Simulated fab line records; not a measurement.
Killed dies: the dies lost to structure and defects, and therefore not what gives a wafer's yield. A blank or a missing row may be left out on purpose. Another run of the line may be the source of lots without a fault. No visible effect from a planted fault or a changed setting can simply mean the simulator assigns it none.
fab line records + flow ritCmos
record
- lots=14
- wafers=42
- lastDay=7
route steps=202 shown ACTIVE@14 M1@202
lots untouched by any fault: they come from a run of this same line in which no faults occurred
startH: hours from the record's opening day to when the first of the lot's shown wafers began + waitH: hours elapsed since this lot's preceding step + " the same as in the row above + L1.1+2: a single row standing in for several wafers + - no value, or no start given + * or withheld: withheld + < > ~ a bound
route shown NAME@n: a module of which the file shows steps, and the number in the route of the first + usual: average and standard deviation across the fault-free wafers + same: alike in all rows + chamber/n: place in a boat + sites: readings site by site + _std_site: the values' standard deviation + _edge_site: the outer-site mean with the inner-site mean subtracted + radiusMm: for every site, how far away it sits from the centre of the wafer + mask NAME#n: copy n + behind: tool/chamber where the wafer was last shaped + hold: why the lot was held/for how many hours/how that ended + device: transistor that didn't switch, given as n, p or np + end of line: tests of these same wafers at the route's end + a step given without rows: its recipe and nothing more + killed: the dies lost at the first sort to structure and to defects; this is not the yield of the wafer + map: a wafer's dies, marking killed ones x, the rest . and places with no die _
set.NAME: setting as actually run; set.NAME@STEP: the setting as run at that earlier step + model.NAME: the simulator's own value behind a step, which no gauge read
one table for each step of the route and one row for each wafer, over a sample of lots
services: when a tool's chamber went out of use (startH, in hours from the record's first day, below 0 if earlier), for how many hours, and the reason
## steps
# step RIT_ACTIVE_ETCH_13
# recipe
- stopOn=SiO2
- chemistry=SF6
- target=Si3N4
- timeS=210
- overEtchFrac=0.4
- SF6_flow_sccm=200
- pressureMtorr=260
- rfW=125
- targetDepthA=2100
# usual
- drypumpMotorCurrentA=5.9/0.44
- oesProductAu=0.825/0.012
- overEtchFrac=0.4/0
- throttleValvePct=7.47/0.14
| lot.wafer | tool       | chamber | startH | waitH | drypumpMotorCurrentA | oesProductAu | overEtchFrac | rfHoursCounterH | throttleValvePct |
|-----------|------------|---------|--------|-------|----------------------|--------------|--------------|-----------------|------------------|
| L637.3    | rieDiel-04 | 0       | 18.34  | 0.1   | 5.1                  | 0.843        | 0.4          | 4               | 7.31             |
| L637.5    | "          | 0       | "      | "     | 5.1                  | 0.842        | 0.4          | -               | 7.30             |
| L637.6    | "          | 2       | "      | "     | 5.4                  | 0.846        | 0.4          | -               | 7.35             |
| L639.2    | rieDiel-04 | 0       | 30.19  | 0.1   | 5.1                  | 0.834        | 0.4          | 4               | 7.29             |
| L639.3    | "          | 2       | "      | "     | 5.4                  | 0.853        | 0.4          | 108             | 7.37             |
| L639.4    | "          | 1       | "      | "     | 6.1                  | 0.835        | 0.4          | 0               | 7.38             |
| L640.1    | rieDiel-01 | 3       | 34.51  | 0.1   | 6.6                  | 0.818        | 0.4          | 142             | 7.46             |
| L640.5    | "          | 2       | "      | "     | 5.8                  | 0.816        | 0.4          | -               | 7.52             |
| L640.6    | "          | 3       | "      | "     | 6.6                  | 0.821        | 0.4          | -               | 7.48             |
| L641.2    | rieDiel-04 | 3       | 43.14  | 0.1   | 6.3                  | 0.822        | 0.4          | 122             | 7.65             |
| L641.3    | "          | 2       | "      | "     | 5.4                  | 0.845        | 0.4          | 108             | 7.37             |
| L641.5    | "          | 0       | "      | "     | 5.1                  | 0.823        | 0.4          | -               | 7.31             |
| L644.3    | rieDiel-04 | 0       | 51.52  | 0.1   | 5.1                  | 0.823        | 0.4          | 4               | 7.30             |
| L644.4    | "          | 3       | "      | "     | 6.3                  | 0.827        | 0.4          | 122             | 7.65             |
| L644.5    | "          | 3       | "      | "     | 6.3                  | 0.824        | 0.4          | -               | 7.65             |
| L643.2    | rieDiel-03 | 3       | 51.67  | 0.1   | 5.8                  | 0.833        | 0.4          | 139             | 7.35             |
| L643.3    | "          | 2       | "      | "     | 5.6                  | 0.819        | 0.4          | 118             | 7.74             |
| L643.5    | "          | 1       | "      | "     | 6.4                  | 0.825        | 0.4          | -               | 7.67             |
| L645.1    | rieDiel-04 | 1       | 58.21  | 0.1   | 6.0                  | 0.835        | 0.4          | 0               | 7.38             |
| L645.5    | "          | 1       | "      | "     | 6.1                  | 0.831        | 0.4          | -               | 7.37             |
| L645.6    | "          | 2       | "      | "     | 5.4                  | 0.848        | 0.4          | -               | 7.37             |
| L646.3    | rieDiel-01 | 2       | 60.87  | 0.1   | 5.7                  | 0.818        | 0.4          | 31              | 7.54             |
| L646.4    | "          | 3       | "      | "     | 6.7                  | 0.824        | 0.4          | 142             | 7.48             |
| L646.5    | "          | 3       | "      | "     | 6.6                  | 0.805        | 0.4          | -               | 7.47             |
| L648.3    | rieDiel-04 | 3       | 71.00  | 0.1   | 6.2                  | 0.811        | 0.43681      | 122             | 7.65             |
| L648.4    | "          | 2       | "      | "     | 5.4                  | 0.850        | 0.4          | 108             | 7.35             |
| L648.6    | "          | 2       | "      | "     | 5.4                  | 0.836        | 0.4          | -               | 7.38             |
| L649.2    | rieDiel-03 | 2       | 76.30  | 0.1   | 5.6                  | 0.830        | 0.4          | 119             | 7.74             |
| L649.5    | "          | 3       | "      | "     | 5.8                  | 0.837        | 0.4          | -               | 7.39             |
| L649.6    | "          | 0       | "      | "     | 5.8                  | 0.803        | 0.4          | -               | 7.54             |
| L651.3    | rieDiel-04 | 3       | 85.75  | 0.1   | 6.2                  | 0.812        | 0.43681      | 123             | 7.65             |
| L651.4    | "          | 1       | "      | "     | 6.1                  | 0.836        | 0.4          | 1               | 7.38             |
| L651.6    | "          | 1       | "      | "     | 6.1                  | 0.835        | 0.4          | -               | 7.39             |
| L654.1    | rieDiel-01 | 1       | 100.93 | 0.1   | 6.1                  | 0.809        | 0.4          | 61              | 7.25             |
| L654.3    | "          | 3       | "      | "     | 6.6                  | 0.817        | 0.4          | 143             | 7.47             |
| L654.4    | "          | 2       | "      | "     | 5.7                  | 0.816        | 0.4          | 32              | 7.52             |
| L657.3    | rieDiel-03 | 1       | 115.55 | 0.1   | 6.4                  | 0.823        | 0.4          | 149             | 7.66             |
| L657.4    | "          | 3       | "      | "     | 5.8                  | 0.835        | 0.4          | 140             | 7.37             |
| L657.6    | "          | 0       | "      | "     | 5.7                  | 0.809        | 0.4          | -               | 7.53             |
| L658.1    | rieDiel-03 | 2       | 120.31 | 0.1   | 5.6                  | 0.832        | 0.4          | 120             | 7.73             |
| L658.4    | "          | 1       | "      | "     | 6.4                  | 0.820        | 0.4          | 149             | 7.69             |
| L658.6    | "          | 3       | "      | "     | 5.8                  | 0.829        | 0.4          | -               | 7.36             |
# step RIT_M1_PROBE_99
# usual
- killed_at_M0_to_M3=0.0/0.14
- killedAtContacts=0.0/0.2
- killedAtFrontEnd=7.3/2.8
- killedDies=7.3/2.8
- killedOpen=3.8/1.9
- killedShort=3.5/1.8
# same
- grossDies=264
- killed_at_M4_up=0
- killedAtBackSide=0
- killedAtOther=0
| lot.wafer | tool      | chamber | startH | waitH | killed_at_M0_to_M3 | killedAtContacts | killedAtFrontEnd | killedDies | killedOpen | killedShort |
|-----------|-----------|---------|--------|-------|--------------------|------------------|------------------|------------|------------|-------------|
| L637.3    | prober-01 | -       | 77.67  | 0.2   | 0                  | 0                | 7                | 7          | 2          | 5           |
| L637.5    | prober-01 | -       | 77.77  | 0.2   | 0                  | 0                | 6                | 6          | 5          | 1           |
| L637.6    | prober-01 | -       | 77.82  | 0.2   | 0                  | 0                | 3                | 3          | 3          | 0           |
| L639.2    | prober-01 | -       | 89.75  | 0.1   | 1                  | 0                | 6                | 7          | 2          | 5           |
| L639.3    | prober-01 | -       | 89.80  | 0.2   | 0                  | 0                | 1                | 1          | 1          | 0           |
| L639.4    | prober-01 | -       | 89.85  | 0.2   | 0                  | 0                | 11               | 11         | 8          | 3           |
| L640.1    | prober-02 | -       | 91.20  | 0.1   | 0                  | 0                | 7                | 7          | 2          | 5           |
| L640.5    | prober-02 | -       | 91.40  | 0.2   | 0                  | 0                | 3                | 3          | 2          | 1           |
| L640.6    | prober-02 | -       | 91.45  | 0.2   | 0                  | 0                | 5                | 5          | 3          | 2           |
| L641.2    | prober-02 | -       | 96.23  | 0.1   | 0                  | 0                | 9                | 9          | 5          | 4           |
| L641.3    | prober-02 | -       | 96.28  | 0.2   | 0                  | 0                | 6                | 6          | 4          | 1           |
| L641.5    | prober-02 | -       | 96.38  | 0.2   | 0                  | 0                | 8                | 8          | 6          | 2           |
| L644.3    | prober-01 | -       | 101.03 | 0.2   | 0                  | 0                | 7                | 7          | 4          | 3           |
| L644.4    | prober-01 | -       | 101.08 | 0.2   | 0                  | 0                | 8                | 8          | 3          | 5           |
| L644.5    | prober-01 | -       | 101.13 | 0.2   | 0                  | 0                | 4                | 4          | 3          | 1           |
| L643.2    | prober-02 | -       | 102.57 | 0.1   | 0                  | 0                | 12               | 12         | 3          | 9           |
| L643.3    | prober-02 | -       | 102.62 | 0.2   | 0                  | 0                | 9                | 9          | 3          | 6           |
| L643.5    | prober-02 | -       | 102.72 | 0.2   | 0                  | 0                | 6                | 6          | 3          | 3           |
| L645.1    | prober-01 | -       | 105.90 | 0.1   | 0                  | 0                | 8                | 8          | 6          | 2           |
| L645.5    | prober-01 | -       | 106.10 | 0.2   | 0                  | 0                | 5                | 5          | 4          | 1           |
| L645.6    | prober-01 | -       | 106.15 | 0.2   | 0                  | 0                | 6                | 6          | 1          | 5           |
| L646.3    | prober-02 | -       | 108.68 | 0.2   | 0                  | 1                | 6                | 7          | 3          | 3           |
| L646.4    | prober-02 | -       | 108.73 | 0.2   | 0                  | 0                | 8                | 8          | 6          | 2           |
| L646.5    | prober-02 | -       | 108.78 | 0.2   | 0                  | 0                | 3                | 3          | 3          | 0           |
| L648.3    | prober-02 | -       | 118.92 | 0.2   | 0                  | 0                | 8                | 8          | 4          | 4           |
| L648.4    | prober-02 | -       | 118.97 | 0.2   | 0                  | 0                | 6                | 6          | 3          | 3           |
| L648.6    | prober-02 | -       | 119.07 | 0.2   | 0                  | 0                | 13               | 13         | 9          | 4           |
| L649.2    | prober-01 | -       | 123.40 | 0.1   | 0                  | 0                | 10               | 10         | 6          | 4           |
| L649.5    | prober-01 | -       | 123.55 | 0.2   | 0                  | 0                | 2                | 2          | 0          | 2           |
| L649.6    | prober-01 | -       | 123.60 | 0.2   | 0                  | 0                | 7                | 7          | 2          | 5           |
| L651.3    | prober-01 | -       | 135.61 | 0.2   | 0                  | 0                | 5                | 5          | 3          | 2           |
| L651.4    | prober-01 | -       | 135.66 | 0.2   | 0                  | 0                | 7                | 7          | 3          | 4           |
| L651.6    | prober-01 | -       | 135.76 | 0.2   | 0                  | 0                | 8                | 8          | 3          | 5           |
| L654.1    | prober-02 | -       | 150.95 | 0.1   | 0                  | 0                | 10               | 10         | 8          | 2           |
| L654.3    | prober-02 | -       | 151.05 | 0.2   | 0                  | 0                | 17               | 17         | 9          | 8           |
| L654.4    | prober-02 | -       | 151.10 | 0.2   | 0                  | 0                | 9                | 9          | 7          | 2           |
| L657.3    | prober-01 | -       | 160.97 | 0.2   | 0                  | 0                | 10               | 10         | 5          | 5           |
| L657.4    | prober-01 | -       | 161.02 | 0.2   | 0                  | 0                | 8                | 8          | 5          | 3           |
| L657.6    | prober-01 | -       | 161.12 | 0.2   | 0                  | 0                | 9                | 9          | 5          | 4           |
| L658.1    | prober-02 | -       | 172.35 | 0.1   | 0                  | 0                | 10               | 10         | 6          | 4           |
| L658.4    | prober-02 | -       | 172.50 | 0.2   | 0                  | 0                | 8                | 8          | 7          | 1           |
| L658.6    | prober-02 | -       | 172.60 | 0.2   | 0                  | 0                | 3                | 3          | 2          | 1           |
# killed by level:class
L637.3 GATE:geometricParticle:open=2 REOX:geometricParticle:short=2 SPACER:geometricParticle:short=2 FOX1:geometricParticle:short=1
L637.5 REOX:geometricParticle:open=3 FOX2:geometricParticle:open=1 REOX:geometricParticle:short=1 SPACER:geometricParticle:open=1
L637.6 REOX:geometricParticle:open=1 SPACER:geometricParticle:open=1 SILICIDE:geometricParticle:open=1
L639.2 GATE:geometricParticle:short=3 GATE:geometricParticle:open=1 REOX:geometricParticle:open=1 SPACER:geometricParticle:short=1 M1:geometricParticle:short=1
L639.3 FOX2:geometricParticle:open=1
L639.4 GATE:geometricParticle:open=5 SPACER:geometricParticle:open=2 SILICIDE:geometricParticle:short=2 GATE:geometricParticle:short=1 REOX:geometricParticle:open=1
L640.1 GATE:geometricParticle:open=2 FOX1:geometricParticle:short=1 FOX2:geometricParticle:short=1 GATE:geometricParticle:short=1 REOX:geometricParticle:short=1 SPACER:geometricParticle:short=1
L640.5 GATE:geometricParticle:open=1 FOX2:geometricParticle:open=1 GATE:geometricParticle:short=1
L640.6 GATE:geometricParticle:short=2 FOX1:geometricParticle:open=1 GATE:geometricParticle:open=1 REOX:geometricParticle:open=1
L641.2 GATE:geometricParticle:short=2 SPACER:geometricParticle:open=2 SILICIDE:geometricParticle:open=2 FOX1:geometricParticle:open=1 FOX1:geometricParticle:short=1 SILICIDE:geometricParticle:short=1
L641.3 SPACER:geometricParticle:open=2 FOX1:geometricParticle:short=1 GATE:geometricParticle:open=1 REOX:geometricParticle:open=1 NLDD:coatMicrobubblePrinted=1
L641.5 FOX2:geometricParticle:open=2 GATE:geometricParticle:open=2 GATE:geometricParticle:short=1 REOX:geometricParticle:open=1 SPACER:geometricParticle:short=1 SILICIDE:geometricParticle:open=1
L644.3 REOX:geometricParticle:open=2 FOX1:geometricParticle:open=1 FOX1:geometricParticle:short=1 FOX2:geometricParticle:short=1 GATE:geometricParticle:open=1 SPACER:geometricParticle:short=1
L644.4 FOX1:geometricParticle:short=3 FOX1:geometricParticle:open=1 GATE:geometricParticle:short=1 REOX:geometricParticle:open=1 SILICIDE:geometricParticle:open=1 SILICIDE:geometricParticle:short=1
L644.5 SILICIDE:geometricParticle:open=2 FOX1:geometricParticle:open=1 REOX:geometricParticle:short=1
L643.2 GATE:geometricParticle:short=7 GATE:geometricParticle:open=2 FOX1:geometricParticle:short=1 REOX:geometricParticle:open=1 SPACER:geometricParticle:short=1
L643.3 GATE:geometricParticle:short=2 REOX:geometricParticle:open=2 SILICIDE:geometricParticle:short=2 FOX2:geometricParticle:short=1 REOX:geometricParticle:short=1 SILICIDE:geometricParticle:open=1
L643.5 REOX:geometricParticle:short=2 FOX2:geometricParticle:open=1 FOX2:geometricParticle:short=1 GATE:geometricParticle:open=1 REOX:geometricParticle:open=1
L645.1 FOX2:geometricParticle:open=2 GATE:geometricParticle:open=2 FOX1:geometricParticle:open=1 FOX2:geometricParticle:short=1 GATE:geometricParticle:short=1 SILICIDE:geometricParticle:open=1
L645.5 GATE:geometricParticle:open=2 FOX2:geometricParticle:open=1 GATE:geometricParticle:short=1 SPACER:geometricParticle:open=1
L645.6 SILICIDE:geometricParticle:short=4 GATE:geometricParticle:open=1 GATE:geometricParticle:short=1
L646.3 GATE:geometricParticle:short=2 FOX2:geometricParticle:short=1 GATE:geometricParticle:open=1 REOX:geometricParticle:open=1 SILICIDE:geometricParticle:open=1 CONTACT:coatMicrobubblePrinted=1
L646.4 SPACER:geometricParticle:open=3 SILICIDE:geometricParticle:open=2 GATE:geometricParticle:open=1 REOX:geometricParticle:short=1 SILICIDE:geometricParticle:short=1
L646.5 GATE:geometricParticle:open=1 REOX:geometricParticle:open=1 SPACER:geometricParticle:open=1
L648.3 GATE:geometricParticle:short=2 FOX1:geometricParticle:short=1 GATE:geometricParticle:open=1 REOX:geometricParticle:open=1 SPACER:geometricParticle:open=1 SILICIDE:geometricParticle:open=1 SILICIDE:geometricParticle:short=1
L648.4 GATE:geometricParticle:short=3 FOX1:geometricParticle:open=1 GATE:geometricParticle:open=1 SILICIDE:geometricParticle:open=1
L648.6 FOX2:geometricParticle:open=2 GATE:geometricParticle:open=2 REOX:geometricParticle:open=2 SPACER:geometricParticle:open=2 ACTIVE:geometricParticle:open=1 FOX1:geometricParticle:short=1 GATE:geometricParticle:short=1 REOX:geometricParticle:short=1
L649.2 GATE:geometricParticle:short=3 GATE:geometricParticle:open=3 SPACER:geometricParticle:open=2 FOX2:geometricParticle:short=1 SILICIDE:geometricParticle:open=1
L649.5 GATE:geometricParticle:short=1 REOX:geometricParticle:short=1
L649.6 GATE:geometricParticle:short=3 FOX1:geometricParticle:short=1 FOX2:geometricParticle:short=1 GATE:geometricParticle:open=1 REOX:geometricParticle:open=1
L651.3 FOX1:geometricParticle:open=2 FOX2:geometricParticle:open=1 REOX:geometricParticle:short=1 STARTING-WAFER:geometricParticle:short=1
L651.4 GATE:geometricParticle:short=2 GATE:geometricParticle:open=2 FOX2:geometricParticle:short=1 REOX:geometricParticle:short=1 SPACER:geometricParticle:open=1
L651.6 GATE:geometricParticle:short=3 FOX1:geometricParticle:short=1 GATE:geometricParticle:open=1 REOX:geometricParticle:short=1 SPACER:geometricParticle:open=1 SILICIDE:geometricParticle:open=1
L654.1 REOX:geometricParticle:open=5 GATE:geometricParticle:open=2 FOX1:geometricParticle:open=1 REOX:geometricParticle:short=1 SPACER:geometricParticle:short=1
L654.3 REOX:geometricParticle:short=5 REOX:geometricParticle:open=3 SPACER:geometricParticle:open=3 GATE:geometricParticle:open=2 FOX1:geometricParticle:open=1 FOX1:geometricParticle:short=1 GATE:geometricParticle:short=1 SILICIDE:geometricParticle:short=1
L654.4 REOX:geometricParticle:open=3 REOX:geometricParticle:short=2 FOX1:geometricParticle:open=1 GATE:geometricParticle:open=1 SPACER:geometricParticle:open=1 SILICIDE:geometricParticle:open=1
L657.3 SILICIDE:geometricParticle:short=3 GATE:geometricParticle:open=2 SILICIDE:geometricParticle:open=2 FOX1:geometricParticle:open=1 FOX1:geometricParticle:short=1 FOX2:geometricParticle:short=1
L657.4 GATE:geometricParticle:open=3 FOX1:geometricParticle:short=1 FOX2:geometricParticle:open=1 GATE:geometricParticle:short=1 SPACER:geometricParticle:open=1 SPACER:geometricParticle:short=1
L657.6 FOX1:geometricParticle:short=2 GATE:geometricParticle:short=2 SILICIDE:geometricParticle:open=2 FOX1:geometricParticle:open=1 FOX2:geometricParticle:open=1 GATE:geometricParticle:open=1
L658.1 GATE:geometricParticle:open=4 FOX1:geometricParticle:open=1 FOX2:geometricParticle:short=1 FOX2:geometricParticle:open=1 REOX:geometricParticle:short=1 SPACER:geometricParticle:short=1 SILICIDE:geometricParticle:short=1
L658.4 GATE:geometricParticle:open=5 ACTIVE:geometricParticle:open=1 FOX1:geometricParticle:open=1 GATE:geometricParticle:short=1
L658.6 GATE:geometricParticle:open=1 REOX:geometricParticle:short=1 SILICIDE:geometricParticle:open=1
## services
| tool       | chamber | startH | hours | kind          |
|------------|---------|--------|-------|---------------|
| rieDiel-04 | 1       | 3.19   | -     | clean         |
| rieDiel-04 | 1       | 3.19   | 18.7  | scheduledDown |
| rieDiel-04 | 1       | 3.19   | 18.7  | ventCycle     |
| rieDiel-01 | 0       | 29.71  | 7.2   | repair        |
| rieDiel-04 | 1       | 88.36  | 1.2   | repair        |
| rieDiel-04 | -       | 100.03 | 1.5   | repair        |
| rieDiel-03 | 1       | 105.21 | 8.5   | repair        |
## key
firstSign
- step=RIT_ACTIVE_ETCH_13
- reading=overEtchFrac
- direction=up
- sigmas=99+
- usual=0.4
- struck=0.43681
effect none on later readings
metAt RIT_ACTIVE_ETCH_13
struckLots L648,L651
struckWafers L648.3,L651.3
testerLeftOut L648,L651
onsetBetween 51.52 71.00
fault
- kind=processParameterDrift
- tool=rieDiel-04
- chamber=3
- onsetH=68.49
- steps=RIT_ACTIVE_ETCH_13
- channel=overEtchFrac
- offset=0.036809
- shape=step
- endH=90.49
- actsIn=theseRecipesOnly
- stated=0.4
# testerLeftOut: of these lots the tester's yield and bins aren't shown, on N5 and GAA mostly nor the transistor test; their killed dies are dies lost to structure and defects alone, not to doping, threshold or leakage, so they don't give the yield
